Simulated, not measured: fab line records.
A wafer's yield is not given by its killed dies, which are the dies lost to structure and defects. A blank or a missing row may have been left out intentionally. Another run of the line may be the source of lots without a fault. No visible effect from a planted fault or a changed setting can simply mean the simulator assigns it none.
fab line records :: flow berkeley_cmos170
record
  lots=5
  wafers=15
  last_day=10
route steps=331 shown SILICIDE@213 CONTACT@216
lots with no fault: from the same line, run without faults
start_h: the number of hours between the record's first day and the start of the first shown wafer of the lot :: wait_h: hours elapsed since this lot's preceding step :: " repeats the value in the row above :: L1.1+2: a single row standing in for several wafers :: - no value, or no start given :: * or withheld: withheld :: < > ~ a bound
route shown NAME@n: a module of which the file shows steps, and the number in the route of the first :: usual: average and standard deviation across the fault-free wafers :: same: alike in all rows :: chamber/n: place in a boat :: sites: readings site by site :: _std_site: how widely they spread, as a standard deviation :: _edge_site: the outer-site mean with the inner-site mean subtracted :: radius_mm: how far each site lies from the wafer's centre :: mask NAME#n: copy n :: behind: the tool/chamber that last shaped the wafer :: hold: cause of the lot's hold/its duration in hours/its outcome :: device: transistor that didn't switch, given as n, p or np :: end of line: the route-end tests of the same wafers :: a step with no rows: only its recipe :: killed: dies lost to structure and defects at the first sort, not the wafer's yield :: map: dies across one wafer; x = killed, . = not, _ = none there
set.NAME: the setting that was run; set.NAME@STEP: the one run at that earlier step :: model.NAME: the simulator's own value behind a step, which no gauge read
lots seen at some steps along the route; tables by step, rows by wafer
services: the hour from which a tool's chamber was out of use, counted from the record's first day as start_h (under 0 if before that day), plus the number of hours and why
## steps
# step UCB170_SILICIDE_THK_MEAS_03
# recipe
  thk_meas_gauge=xrf
  reads=Ti_of_SILICIDE_SPUTTER_01
# usual
  SILICIDE_TI_THK=30.1/0.44
lot.wafer: L074.1
tool: film_metro-02
chamber: -
start_h: 132.92
wait_h: 0.1
SILICIDE_TI_THK[nm]: 30.3

lot.wafer: L074.3
tool: film_metro-02
chamber: -
start_h: 132.92
wait_h: 0.1
SILICIDE_TI_THK[nm]: 30.2

lot.wafer: L074.5
tool: film_metro-02
chamber: -
start_h: 132.92
wait_h: 0.1
SILICIDE_TI_THK[nm]: 30.3

lot.wafer: L076.1
tool: film_metro-03
chamber: -
start_h: 133.77
wait_h: 0.1
SILICIDE_TI_THK[nm]: 29.6

lot.wafer: L076.4
tool: film_metro-03
chamber: -
start_h: 133.77
wait_h: 0.1
SILICIDE_TI_THK[nm]: 29.3

lot.wafer: L076.6
tool: film_metro-03
chamber: -
start_h: 133.77
wait_h: 0.1
SILICIDE_TI_THK[nm]: 29.3

lot.wafer: L079.3
tool: film_metro-02
chamber: -
start_h: 162.97
wait_h: 0.1
SILICIDE_TI_THK[nm]: 30.3

lot.wafer: L079.4
tool: film_metro-02
chamber: -
start_h: 162.97
wait_h: 0.1
SILICIDE_TI_THK[nm]: 30.1

lot.wafer: L079.6
tool: film_metro-02
chamber: -
start_h: 162.97
wait_h: 0.1
SILICIDE_TI_THK[nm]: 29.7

lot.wafer: L089.4
tool: film_metro-02
chamber: -
start_h: 203.84
wait_h: 0.1
SILICIDE_TI_THK[nm]: 30.6

lot.wafer: L089.5
tool: film_metro-02
chamber: -
start_h: 203.84
wait_h: 0.1
SILICIDE_TI_THK[nm]: 30.1

lot.wafer: L089.6
tool: film_metro-02
chamber: -
start_h: 203.84
wait_h: 0.1
SILICIDE_TI_THK[nm]: 30.7

lot.wafer: L092.1
tool: film_metro-04
chamber: -
start_h: 227.13
wait_h: 0.1
SILICIDE_TI_THK[nm]: 30.0

lot.wafer: L092.4
tool: film_metro-04
chamber: -
start_h: 227.13
wait_h: 0.1
SILICIDE_TI_THK[nm]: 30.3

lot.wafer: L092.5
tool: film_metro-04
chamber: -
start_h: 227.13
wait_h: 0.1
SILICIDE_TI_THK[nm]: 29.9
# step UCB170_SILICIDE_RTA_04
# recipe
  temp_c=650
  time_s=15
  ambient=N2
# usual
  lamp_power_pct=11.102/0.018
  wafer_temp_C_max=652.6/0.77
lot.wafer: L074.1
tool: rtp_anneal-01
chamber: 0
start_h: 132.98
wait_h: 0.1
lamp_power_pct: 11.116
wafer_temp_C_max: 652.3

lot.wafer: L074.3
tool: rtp_anneal-01
chamber: 0
start_h: 132.98
wait_h: 0.1
lamp_power_pct: 11.122
wafer_temp_C_max: 651.6

lot.wafer: L074.5
tool: rtp_anneal-01
chamber: 0
start_h: 132.98
wait_h: 0.1
lamp_power_pct: 11.108
wafer_temp_C_max: 651.5

lot.wafer: L076.1
tool: rtp_anneal-01
chamber: 0
start_h: 133.83
wait_h: 0.1
lamp_power_pct: 11.123
wafer_temp_C_max: 652.9

lot.wafer: L076.4
tool: rtp_anneal-01
chamber: 0
start_h: 133.83
wait_h: 0.1
lamp_power_pct: 11.130
wafer_temp_C_max: 653.0

lot.wafer: L076.6
tool: rtp_anneal-01
chamber: 0
start_h: 133.83
wait_h: 0.1
lamp_power_pct: 11.113
wafer_temp_C_max: 652.7

lot.wafer: L079.3
tool: rtp_anneal-02
chamber: 0
start_h: 163.03
wait_h: 0.1
lamp_power_pct: 11.076
wafer_temp_C_max: 654.8

lot.wafer: L079.4
tool: rtp_anneal-02
chamber: 0
start_h: 163.03
wait_h: 0.1
lamp_power_pct: 11.097
wafer_temp_C_max: 653.9

lot.wafer: L079.6
tool: rtp_anneal-02
chamber: 0
start_h: 163.03
wait_h: 0.1
lamp_power_pct: 11.083
wafer_temp_C_max: 652.1

lot.wafer: L089.4
tool: rtp_anneal-02
chamber: 0
start_h: 203.91
wait_h: 0.1
lamp_power_pct: 11.089
wafer_temp_C_max: 653.6

lot.wafer: L089.5
tool: rtp_anneal-02
chamber: 0
start_h: 203.91
wait_h: 0.1
lamp_power_pct: 11.092
wafer_temp_C_max: 653.5

lot.wafer: L089.6
tool: rtp_anneal-02
chamber: 0
start_h: 203.91
wait_h: 0.1
lamp_power_pct: 11.072
wafer_temp_C_max: 653.2

lot.wafer: L092.1
tool: rtp_anneal-02
chamber: 0
start_h: 227.19
wait_h: 0.1
lamp_power_pct: 11.089
wafer_temp_C_max: 653.0

lot.wafer: L092.4
tool: rtp_anneal-02
chamber: 0
start_h: 227.19
wait_h: 0.1
lamp_power_pct: 11.076
wafer_temp_C_max: 653.8

lot.wafer: L092.5
tool: rtp_anneal-02
chamber: 0
start_h: 227.19
wait_h: 0.1
lamp_power_pct: 11.085
wafer_temp_C_max: 653.6
# step UCB170_SILICIDE_WET_ETCH_05
# recipe
  chemistry=SPM
  time_s=45
  temp_c=120
  target=Ti
# usual
  temp_c=119.98/0.14
lot.wafer: L074.1
tool: wet_bench-02
chamber: 1
start_h: 134.62
wait_h: 1.6
temp_c: 119.88

lot.wafer: L074.3
tool: wet_bench-02
chamber: 1
start_h: 134.62
wait_h: 1.6
temp_c: 119.98

lot.wafer: L074.5
tool: wet_bench-02
chamber: 1
start_h: 134.62
wait_h: 1.6
temp_c: 120.35

lot.wafer: L076.1
tool: wet_bench-02
chamber: 0
start_h: 134.62
wait_h: 0.8
temp_c: 119.82

lot.wafer: L076.4
tool: wet_bench-02
chamber: 0
start_h: 134.62
wait_h: 0.8
temp_c: 119.96

lot.wafer: L076.6
tool: wet_bench-02
chamber: 0
start_h: 134.62
wait_h: 0.8
temp_c: 120.02

lot.wafer: L079.3
tool: wet_bench-01
chamber: 0
start_h: 163.08
wait_h: 0.0
temp_c: 119.85

lot.wafer: L079.4
tool: wet_bench-01
chamber: 0
start_h: 163.08
wait_h: 0.0
temp_c: 119.97

lot.wafer: L079.6
tool: wet_bench-01
chamber: 0
start_h: 163.08
wait_h: 0.0
temp_c: 119.92

lot.wafer: L089.4
tool: wet_bench-01
chamber: 2
start_h: 203.95
wait_h: 0.0
temp_c: 120.09

lot.wafer: L089.5
tool: wet_bench-01
chamber: 2
start_h: 203.95
wait_h: 0.0
temp_c: 120.10

lot.wafer: L089.6
tool: wet_bench-01
chamber: 2
start_h: 203.95
wait_h: 0.0
temp_c: 120.12

lot.wafer: L092.1
tool: wet_bench-03
chamber: 0
start_h: 227.26
wait_h: 0.1
temp_c: 120.03

lot.wafer: L092.4
tool: wet_bench-03
chamber: 0
start_h: 227.26
wait_h: 0.1
temp_c: 119.65

lot.wafer: L092.5
tool: wet_bench-03
chamber: 0
start_h: 227.26
wait_h: 0.1
temp_c: 119.96
# step UCB170_CONTACT_CLEAN_00
# recipe
  chemistry=SPM
  temp_c=120
  time_s=600
# usual
  temp_c=120.02/0.17
lot.wafer: L074.1
tool: wet_bench-02
chamber: 3
start_h: 134.94
wait_h: 0.3
temp_c: 120.31

lot.wafer: L074.3
tool: wet_bench-02
chamber: 3
start_h: 134.94
wait_h: 0.3
temp_c: 120.00

lot.wafer: L074.5
tool: wet_bench-02
chamber: 3
start_h: 134.94
wait_h: 0.3
temp_c: 120.25

lot.wafer: L076.1
tool: wet_bench-02
chamber: 3
start_h: 134.94
wait_h: 0.3
temp_c: 119.99

lot.wafer: L076.4
tool: wet_bench-02
chamber: 3
start_h: 134.94
wait_h: 0.3
temp_c: 119.88

lot.wafer: L076.6
tool: wet_bench-02
chamber: 3
start_h: 134.94
wait_h: 0.3
temp_c: 119.81

lot.wafer: L079.3
tool: wet_bench-03
chamber: 0
start_h: 163.10
wait_h: 0.0
temp_c: 120.18

lot.wafer: L079.4
tool: wet_bench-03
chamber: 0
start_h: 163.10
wait_h: 0.0
temp_c: 120.07

lot.wafer: L079.6
tool: wet_bench-03
chamber: 0
start_h: 163.10
wait_h: 0.0
temp_c: 120.01

lot.wafer: L089.4
tool: wet_bench-01
chamber: 2
start_h: 203.97
wait_h: 0.0
temp_c: 119.86

lot.wafer: L089.5
tool: wet_bench-01
chamber: 2
start_h: 203.97
wait_h: 0.0
temp_c: 120.04

lot.wafer: L089.6
tool: wet_bench-01
chamber: 2
start_h: 203.97
wait_h: 0.0
temp_c: 120.04

lot.wafer: L092.1
tool: wet_bench-03
chamber: 3
start_h: 227.30
wait_h: 0.0
temp_c: 119.64

lot.wafer: L092.4
tool: wet_bench-03
chamber: 3
start_h: 227.30
wait_h: 0.0
temp_c: 119.91

lot.wafer: L092.5
tool: wet_bench-03
chamber: 3
start_h: 227.30
wait_h: 0.0
temp_c: 119.92
# step UCB170_CONTACT_CVD_01
# recipe
  material=PSG
  target_thk_nm=700
  temp_c=450
  precursor=SiH4/O2/PH3
  time_s=2820
  pressure_mtorr=300
  sih4_flow_sccm=60
  o2_flow_sccm=90
  ph3_flow_sccm=25
# usual
  o2_flow_sccm=90.02/0.3
lot.wafer: L074.1
tool: lpcvd-02
chamber: 0
start_h: 135.12
wait_h: 0.0
o2_flow_sccm: 89.97

lot.wafer: L074.3
tool: lpcvd-02
chamber: 0
start_h: 135.12
wait_h: 0.0
o2_flow_sccm: 90.26

lot.wafer: L074.5
tool: lpcvd-02
chamber: 0
start_h: 135.12
wait_h: 0.0
o2_flow_sccm: 90.19

lot.wafer: L076.1
tool: lpcvd-02
chamber: 1
start_h: 135.12
wait_h: 0.0
o2_flow_sccm: 89.94

lot.wafer: L076.4
tool: lpcvd-02
chamber: 1
start_h: 135.12
wait_h: 0.0
o2_flow_sccm: 89.81

lot.wafer: L076.6
tool: lpcvd-02
chamber: 1
start_h: 135.12
wait_h: 0.0
o2_flow_sccm: 89.91

lot.wafer: L079.3
tool: lpcvd-01
chamber: 1
start_h: 164.13
wait_h: 0.9
o2_flow_sccm: 90.24

lot.wafer: L079.4
tool: lpcvd-01
chamber: 1
start_h: 164.13
wait_h: 0.9
o2_flow_sccm: 90.19

lot.wafer: L079.6
tool: lpcvd-01
chamber: 1
start_h: 164.13
wait_h: 0.9
o2_flow_sccm: 89.70

lot.wafer: L089.4
tool: lpcvd-02
chamber: 0
start_h: 204.14
wait_h: 0.0
o2_flow_sccm: 89.81

lot.wafer: L089.5
tool: lpcvd-02
chamber: 0
start_h: 204.14
wait_h: 0.0
o2_flow_sccm: 89.72

lot.wafer: L089.6
tool: lpcvd-02
chamber: 0
start_h: 204.14
wait_h: 0.0
o2_flow_sccm: 89.92

lot.wafer: L092.1
tool: lpcvd-02
chamber: 1
start_h: 227.98
wait_h: 0.3
o2_flow_sccm: 90.11

lot.wafer: L092.4
tool: lpcvd-02
chamber: 1
start_h: 227.98
wait_h: 0.3
o2_flow_sccm: 90.06

lot.wafer: L092.5
tool: lpcvd-02
chamber: 1
start_h: 227.98
wait_h: 0.3
o2_flow_sccm: 89.69
# step UCB170_CONTACT_THK_MEAS_02
# recipe
  reads=PSG_of_CONTACT_CVD_01
# usual
  CONTACT_PSG_THK=701/7.3
lot.wafer: L074.1
tool: film_metro-04
chamber: -
start_h: 136.90
wait_h: 0.0
CONTACT_PSG_THK[nm]: 696

lot.wafer: L074.3
tool: film_metro-04
chamber: -
start_h: 136.90
wait_h: 0.0
CONTACT_PSG_THK[nm]: 692

lot.wafer: L074.5
tool: film_metro-04
chamber: -
start_h: 136.90
wait_h: 0.0
CONTACT_PSG_THK[nm]: 690

lot.wafer: L076.1
tool: film_metro-02
chamber: -
start_h: 136.90
wait_h: 0.0
CONTACT_PSG_THK[nm]: 711

lot.wafer: L076.4
tool: film_metro-02
chamber: -
start_h: 136.90
wait_h: 0.0
CONTACT_PSG_THK[nm]: 710

lot.wafer: L076.6
tool: film_metro-02
chamber: -
start_h: 136.90
wait_h: 0.0
CONTACT_PSG_THK[nm]: 711

lot.wafer: L079.3
tool: film_metro-04
chamber: -
start_h: 166.83
wait_h: 0.0
CONTACT_PSG_THK[nm]: 708

lot.wafer: L079.4
tool: film_metro-04
chamber: -
start_h: 166.83
wait_h: 0.0
CONTACT_PSG_THK[nm]: 703

lot.wafer: L079.6
tool: film_metro-04
chamber: -
start_h: 166.83
wait_h: 0.0
CONTACT_PSG_THK[nm]: 705

lot.wafer: L089.4
tool: film_metro-02
chamber: -
start_h: 205.96
wait_h: 0.0
CONTACT_PSG_THK[nm]: 691

lot.wafer: L089.5
tool: film_metro-02
chamber: -
start_h: 205.96
wait_h: 0.0
CONTACT_PSG_THK[nm]: 692

lot.wafer: L089.6
tool: film_metro-02
chamber: -
start_h: 205.96
wait_h: 0.0
CONTACT_PSG_THK[nm]: 695

lot.wafer: L092.1
tool: film_metro-02
chamber: -
start_h: 229.76
wait_h: 0.0
CONTACT_PSG_THK[nm]: 699

lot.wafer: L092.4
tool: film_metro-02
chamber: -
start_h: 229.76
wait_h: 0.0
CONTACT_PSG_THK[nm]: 701

lot.wafer: L092.5
tool: film_metro-02
chamber: -
start_h: 229.76
wait_h: 0.0
CONTACT_PSG_THK[nm]: 702
# step UCB170_CONTACT_HMDS_03
# recipe
  prime_time_s=60
  prime_temp_c=100
lot.wafer: L074.1+3+5
tool: litho_track-02
chamber: 0
start_h: 136.96
wait_h: 0.1

lot.wafer: L076.1+4+6
tool: litho_track-03
chamber: 0
start_h: 136.96
wait_h: 0.1

lot.wafer: L079.3+4+6
tool: litho_track-02
chamber: 0
start_h: 166.92
wait_h: 0.1

lot.wafer: L089.4+5+6
tool: litho_track-02
chamber: 0
start_h: 206.07
wait_h: 0.1

lot.wafer: L092.1+4+5
tool: litho_track-03
chamber: 0
start_h: 229.82
wait_h: 0.1
# step UCB170_CONTACT_COAT_04
# recipe
  resist=KrF
  spin_rpm=1500
  resist_thk_nm=900
lot.wafer: L074.1+3+5
tool: litho_track-02
chamber: 0
start_h: 137.11
wait_h: 0.1

lot.wafer: L076.1+4+6
tool: litho_track-03
chamber: 0
start_h: 137.11
wait_h: 0.1

lot.wafer: L079.3+4+6
tool: litho_track-02
chamber: 0
start_h: 167.07
wait_h: 0.1

lot.wafer: L089.4+5+6
tool: litho_track-02
chamber: 0
start_h: 206.22
wait_h: 0.1

lot.wafer: L092.1+4+5
tool: litho_track-03
chamber: 0
start_h: 229.97
wait_h: 0.1
# step UCB170_CONTACT_SOFTBAKE_05
# recipe
  resist=KrF
  temp_c=130
  time_s=60
lot.wafer: L074.1+3+5
tool: litho_track-02
chamber: 0
start_h: 137.26
wait_h: 0.1

lot.wafer: L076.1+4+6
tool: litho_track-03
chamber: 0
start_h: 137.26
wait_h: 0.1

lot.wafer: L079.3+4+6
tool: litho_track-02
chamber: 0
start_h: 167.22
wait_h: 0.1

lot.wafer: L089.4+5+6
tool: litho_track-02
chamber: 0
start_h: 206.37
wait_h: 0.1

lot.wafer: L092.1+4+5
tool: litho_track-03
chamber: 0
start_h: 230.12
wait_h: 0.1
# step UCB170_CONTACT_STRIP_06
# recipe
  chemistry=O2
  power_w=400
  pressure_mtorr=3500
  platen_temp_c=withheld
  o2_flow_sccm=400
  overash_fraction=0.5
# usual
  drypump_motor_current_A=5.8/0.4
  o2_flow_sccm=400.0/1.1
  oes_product_au=0.735/0.0045
  strip_time_to_endpoint_s=21.97/0.063
lot.wafer: L074.1
tool: plasma_asher-04
chamber: 0
start_h: 137.41
wait_h: 0.1
drypump_motor_current_A: 5.4
o2_flow_sccm: 400.4
oes_product_au: 0.732
rf_hours_counter_h: 39
strip_time_to_endpoint_s: 21.97

lot.wafer: L074.3
tool: plasma_asher-04
chamber: 1
start_h: 137.41
wait_h: 0.1
drypump_motor_current_A: 5.5
o2_flow_sccm: 400.8
oes_product_au: 0.731
rf_hours_counter_h: -
strip_time_to_endpoint_s: 21.89

lot.wafer: L074.5
tool: plasma_asher-04
chamber: 0
start_h: 137.41
wait_h: 0.1
drypump_motor_current_A: 5.3
o2_flow_sccm: 399.8
oes_product_au: 0.744
rf_hours_counter_h: -
strip_time_to_endpoint_s: 21.91

lot.wafer: L076.1
tool: plasma_asher-03
chamber: 1
start_h: 137.41
wait_h: 0.1
drypump_motor_current_A: 5.5
o2_flow_sccm: 398.6
oes_product_au: 0.726
rf_hours_counter_h: 37
strip_time_to_endpoint_s: 21.91

lot.wafer: L076.4
tool: plasma_asher-03
chamber: 1
start_h: 137.41
wait_h: 0.1
drypump_motor_current_A: 5.5
o2_flow_sccm: 398.6
oes_product_au: 0.736
rf_hours_counter_h: -
strip_time_to_endpoint_s: 21.96

lot.wafer: L076.6
tool: plasma_asher-03
chamber: 0
start_h: 137.41
wait_h: 0.1
drypump_motor_current_A: 5.6
o2_flow_sccm: 398.9
oes_product_au: 0.735
rf_hours_counter_h: -
strip_time_to_endpoint_s: 21.95

lot.wafer: L079.3
tool: plasma_asher-04
chamber: 0
start_h: 167.35
wait_h: 0.1
drypump_motor_current_A: 5.3
o2_flow_sccm: 399.5
oes_product_au: 0.735
rf_hours_counter_h: -
strip_time_to_endpoint_s: 21.93

lot.wafer: L079.4
tool: plasma_asher-04
chamber: 1
start_h: 167.35
wait_h: 0.1
drypump_motor_current_A: 5.5
o2_flow_sccm: 400.2
oes_product_au: 0.739
rf_hours_counter_h: -
strip_time_to_endpoint_s: 21.97

lot.wafer: L079.6
tool: plasma_asher-04
chamber: 0
start_h: 167.35
wait_h: 0.1
drypump_motor_current_A: 5.3
o2_flow_sccm: 401.3
oes_product_au: 0.731
rf_hours_counter_h: -
strip_time_to_endpoint_s: 21.96

lot.wafer: L089.4
tool: plasma_asher-02
chamber: 0
start_h: 206.47
wait_h: 0.1
drypump_motor_current_A: 6.5
o2_flow_sccm: 400.0
oes_product_au: 0.734
rf_hours_counter_h: -
strip_time_to_endpoint_s: 22.02

lot.wafer: L089.5
tool: plasma_asher-02
chamber: 1
start_h: 206.47
wait_h: 0.1
drypump_motor_current_A: 5.7
o2_flow_sccm: 401.7
oes_product_au: 0.726
rf_hours_counter_h: -
strip_time_to_endpoint_s: 22.03

lot.wafer: L089.6
tool: plasma_asher-02
chamber: 0
start_h: 206.47
wait_h: 0.1
drypump_motor_current_A: 6.5
o2_flow_sccm: 398.9
oes_product_au: 0.732
rf_hours_counter_h: -
strip_time_to_endpoint_s: 22.10

lot.wafer: L092.1
tool: plasma_asher-04
chamber: 1
start_h: 230.27
wait_h: 0.1
drypump_motor_current_A: 5.5
o2_flow_sccm: 399.5
oes_product_au: 0.736
rf_hours_counter_h: 48
strip_time_to_endpoint_s: 22.04

lot.wafer: L092.4
tool: plasma_asher-04
chamber: 1
start_h: 230.27
wait_h: 0.1
drypump_motor_current_A: 5.5
o2_flow_sccm: 400.9
oes_product_au: 0.731
rf_hours_counter_h: -
strip_time_to_endpoint_s: 22.00

lot.wafer: L092.5
tool: plasma_asher-04
chamber: 0
start_h: 230.27
wait_h: 0.1
drypump_motor_current_A: 5.4
o2_flow_sccm: 398.8
oes_product_au: 0.743
rf_hours_counter_h: -
strip_time_to_endpoint_s: 22.01
# step UCB170_CONTACT_CLEAN_07
# recipe
  chemistry=SPM
  temp_c=120
  time_s=600
# usual
  temp_c=120.01/0.12
lot.wafer: L074.1
tool: wet_bench-03
chamber: 3
start_h: 137.51
wait_h: 0.1
temp_c: 119.69

lot.wafer: L074.3
tool: wet_bench-03
chamber: 3
start_h: 137.51
wait_h: 0.1
temp_c: 119.90

lot.wafer: L074.5
tool: wet_bench-03
chamber: 3
start_h: 137.51
wait_h: 0.1
temp_c: 119.94

lot.wafer: L076.1
tool: wet_bench-03
chamber: 3
start_h: 137.51
wait_h: 0.1
temp_c: 119.97

lot.wafer: L076.4
tool: wet_bench-03
chamber: 3
start_h: 137.51
wait_h: 0.1
temp_c: 119.95

lot.wafer: L076.6
tool: wet_bench-03
chamber: 3
start_h: 137.51
wait_h: 0.1
temp_c: 120.06

lot.wafer: L079.3
tool: wet_bench-01
chamber: 0
start_h: 167.42
wait_h: 0.0
temp_c: 120.03

lot.wafer: L079.4
tool: wet_bench-01
chamber: 0
start_h: 167.42
wait_h: 0.0
temp_c: 120.15

lot.wafer: L079.6
tool: wet_bench-01
chamber: 0
start_h: 167.42
wait_h: 0.0
temp_c: 119.85

lot.wafer: L089.4
tool: wet_bench-02
chamber: 0
start_h: 207.95
wait_h: 1.4
temp_c: 120.08

lot.wafer: L089.5
tool: wet_bench-02
chamber: 0
start_h: 207.95
wait_h: 1.4
temp_c: 120.05

lot.wafer: L089.6
tool: wet_bench-02
chamber: 0
start_h: 207.95
wait_h: 1.4
temp_c: 119.91

lot.wafer: L092.1
tool: wet_bench-03
chamber: 1
start_h: 230.37
wait_h: 0.1
temp_c: 119.96

lot.wafer: L092.4
tool: wet_bench-03
chamber: 1
start_h: 230.37
wait_h: 0.1
temp_c: 120.05

lot.wafer: L092.5
tool: wet_bench-03
chamber: 1
start_h: 230.37
wait_h: 0.1
temp_c: 120.11
# step UCB170_CONTACT_RTA_08
# recipe
  temp_c=900
  time_s=10
  ambient=N2
# usual
  lamp_power_pct=25.89/0.042
  wafer_temp_C_max=904.0/0.95
lot.wafer: L074.1
tool: rtp_anneal-01
chamber: 0
start_h: 137.70
wait_h: 0.0
lamp_power_pct: 25.96
wafer_temp_C_max: 902.5

lot.wafer: L074.3
tool: rtp_anneal-01
chamber: 0
start_h: 137.70
wait_h: 0.0
lamp_power_pct: 25.86
wafer_temp_C_max: 903.0

lot.wafer: L074.5
tool: rtp_anneal-01
chamber: 0
start_h: 137.70
wait_h: 0.0
lamp_power_pct: 25.85
wafer_temp_C_max: 902.5

lot.wafer: L076.1
tool: rtp_anneal-02
chamber: 0
start_h: 137.70
wait_h: 0.0
lamp_power_pct: 25.85
wafer_temp_C_max: 904.6

lot.wafer: L076.4
tool: rtp_anneal-02
chamber: 0
start_h: 137.70
wait_h: 0.0
lamp_power_pct: 25.84
wafer_temp_C_max: 905.6

lot.wafer: L076.6
tool: rtp_anneal-02
chamber: 0
start_h: 137.70
wait_h: 0.0
lamp_power_pct: 25.86
wafer_temp_C_max: 905.5

lot.wafer: L079.3
tool: rtp_anneal-02
chamber: 0
start_h: 167.63
wait_h: 0.0
lamp_power_pct: 25.88
wafer_temp_C_max: 905.1

lot.wafer: L079.4
tool: rtp_anneal-02
chamber: 0
start_h: 167.63
wait_h: 0.0
lamp_power_pct: 25.90
wafer_temp_C_max: 904.0

lot.wafer: L079.6
tool: rtp_anneal-02
chamber: 0
start_h: 167.63
wait_h: 0.0
lamp_power_pct: 25.86
wafer_temp_C_max: 905.2

lot.wafer: L089.4
tool: rtp_anneal-01
chamber: 0
start_h: 208.18
wait_h: 0.0
lamp_power_pct: 25.94
wafer_temp_C_max: 904.0

lot.wafer: L089.5
tool: rtp_anneal-01
chamber: 0
start_h: 208.18
wait_h: 0.0
lamp_power_pct: 25.92
wafer_temp_C_max: 903.9

lot.wafer: L089.6
tool: rtp_anneal-01
chamber: 0
start_h: 208.18
wait_h: 0.0
lamp_power_pct: 25.91
wafer_temp_C_max: 904.7

lot.wafer: L092.1
tool: rtp_anneal-02
chamber: 0
start_h: 230.55
wait_h: 0.0
lamp_power_pct: 25.89
wafer_temp_C_max: 905.5

lot.wafer: L092.4
tool: rtp_anneal-02
chamber: 0
start_h: 230.55
wait_h: 0.0
lamp_power_pct: 25.86
wafer_temp_C_max: 903.9

lot.wafer: L092.5
tool: rtp_anneal-02
chamber: 0
start_h: 230.55
wait_h: 0.0
lamp_power_pct: 25.85
wafer_temp_C_max: 904.0
# step UCB170_CONTACT_COAT_09
# recipe
  resist=BARC
  temp_c=withheld
  time_s=withheld
  spin_rpm=3000
  resist_thk_nm=withheld
lot.wafer: L074.1+3+5
tool: litho_track-02
chamber: 0
start_h: 137.86
wait_h: 0.1

lot.wafer: L076.1+4+6
tool: litho_track-04
chamber: 0
start_h: 138.04
wait_h: 0.3

lot.wafer: L079.3+4+6
tool: litho_track-02
chamber: 0
start_h: 167.72
wait_h: 0.1

lot.wafer: L089.4+5+6
tool: litho_track-03
chamber: 0
start_h: 208.28
wait_h: 0.1

lot.wafer: L092.1+4+5
tool: litho_track-04
chamber: 0
start_h: 230.62
wait_h: 0.1
# step UCB170_CONTACT_COAT_10
# recipe
  resist=KrF
  spin_rpm=1500
  resist_thk_nm=900
lot.wafer: L074.1+3+5
tool: litho_track-02
chamber: 0
start_h: -
wait_h: -

lot.wafer: L076.1+4+6
tool: litho_track-04
chamber: 0
start_h: -
wait_h: -

lot.wafer: L079.3+4+6
tool: litho_track-02
chamber: 0
start_h: -
wait_h: -

lot.wafer: L089.4+5+6
tool: litho_track-03
chamber: 0
start_h: -
wait_h: -

lot.wafer: L092.1+4+5
tool: litho_track-04
chamber: 0
start_h: -
wait_h: -
# step UCB170_CONTACT_SOFTBAKE_11
# recipe
  resist=KrF
  temp_c=130
  time_s=60
lot.wafer: L074.1+3+5
tool: litho_track-02
chamber: 0
start_h: -
wait_h: -

lot.wafer: L076.1+4+6
tool: litho_track-04
chamber: 0
start_h: -
wait_h: -

lot.wafer: L079.3+4+6
tool: litho_track-02
chamber: 0
start_h: -
wait_h: -

lot.wafer: L089.4+5+6
tool: litho_track-03
chamber: 0
start_h: -
wait_h: -

lot.wafer: L092.1+4+5
tool: litho_track-04
chamber: 0
start_h: -
wait_h: -
# step UCB170_CONTACT_EXPOSE_12
# recipe
  mask_id=CONT
  target_cd_nm=700
  na=0.5
  sigma_outer=0.6
  source_shape=conventional
  dose_mj=35
lot.wafer: L074.1+3+5
tool: krf_scanner-01
chamber: 0
start_h: 138.44
wait_h: -
mask: CONT#0

lot.wafer: L076.1+4+6
tool: krf_scanner-02
chamber: 0
start_h: 138.68
wait_h: -
mask: CONT#0

lot.wafer: L079.3+4+6
tool: krf_scanner-02
chamber: 0
start_h: 168.29
wait_h: -
mask: CONT#0

lot.wafer: L089.4+5+6
tool: krf_scanner-01
chamber: 0
start_h: 208.90
wait_h: -
mask: CONT#0

lot.wafer: L092.1+4+5
tool: krf_scanner-01
chamber: 0
start_h: 231.19
wait_h: -
mask: CONT#0
# step UCB170_CONTACT_PEB_13
# recipe
  peb_temp_c=130
  peb_time_s=withheld
  resist=KrF
lot.wafer: L074.1+3+5
tool: litho_track-03
chamber: 0
start_h: 138.55
wait_h: 0.1

lot.wafer: L076.1+4+6
tool: litho_track-04
chamber: 0
start_h: 138.79
wait_h: 0.1

lot.wafer: L079.3+4+6
tool: litho_track-04
chamber: 0
start_h: 168.41
wait_h: 0.1

lot.wafer: L089.4+5+6
tool: litho_track-02
chamber: 0
start_h: 209.11
wait_h: 0.2

lot.wafer: L092.1+4+5
tool: litho_track-03
chamber: 0
start_h: 231.31
wait_h: 0.1
# step UCB170_CONTACT_DEVELOP_14
# recipe
  developer=TMAH
  develop_time_s=45
  resist=KrF
  dev_temp_c=21
lot.wafer: L074.1+3+5
tool: litho_track-03
chamber: 0
start_h: -
wait_h: -

lot.wafer: L076.1+4+6
tool: litho_track-04
chamber: 0
start_h: -
wait_h: -

lot.wafer: L079.3+4+6
tool: litho_track-04
chamber: 0
start_h: -
wait_h: -

lot.wafer: L089.4+5+6
tool: litho_track-02
chamber: 0
start_h: -
wait_h: -

lot.wafer: L092.1+4+5
tool: litho_track-03
chamber: 0
start_h: -
wait_h: -
## services
tool: krf_scanner-01
chamber: -
start_h: 117.50
hours: 1.0
kind: pm

tool: krf_scanner-01
chamber: -
start_h: 125.29
hours: 0.8
kind: pm

tool: krf_scanner-02
chamber: 0
start_h: 172.64
hours: -
kind: calibration

tool: lpcvd-01
chamber: -
start_h: 173.14
hours: 6.0
kind: pm

tool: krf_scanner-02
chamber: -
start_h: 188.78
hours: 1.0
kind: pm

tool: rtp_anneal-01
chamber: -
start_h: 197.35
hours: 3.0
kind: pm

tool: krf_scanner-02
chamber: -
start_h: 216.94
hours: 0.8
kind: pm

tool: krf_scanner-01
chamber: -
start_h: 223.20
hours: 1.3
kind: pm
## key
fault none
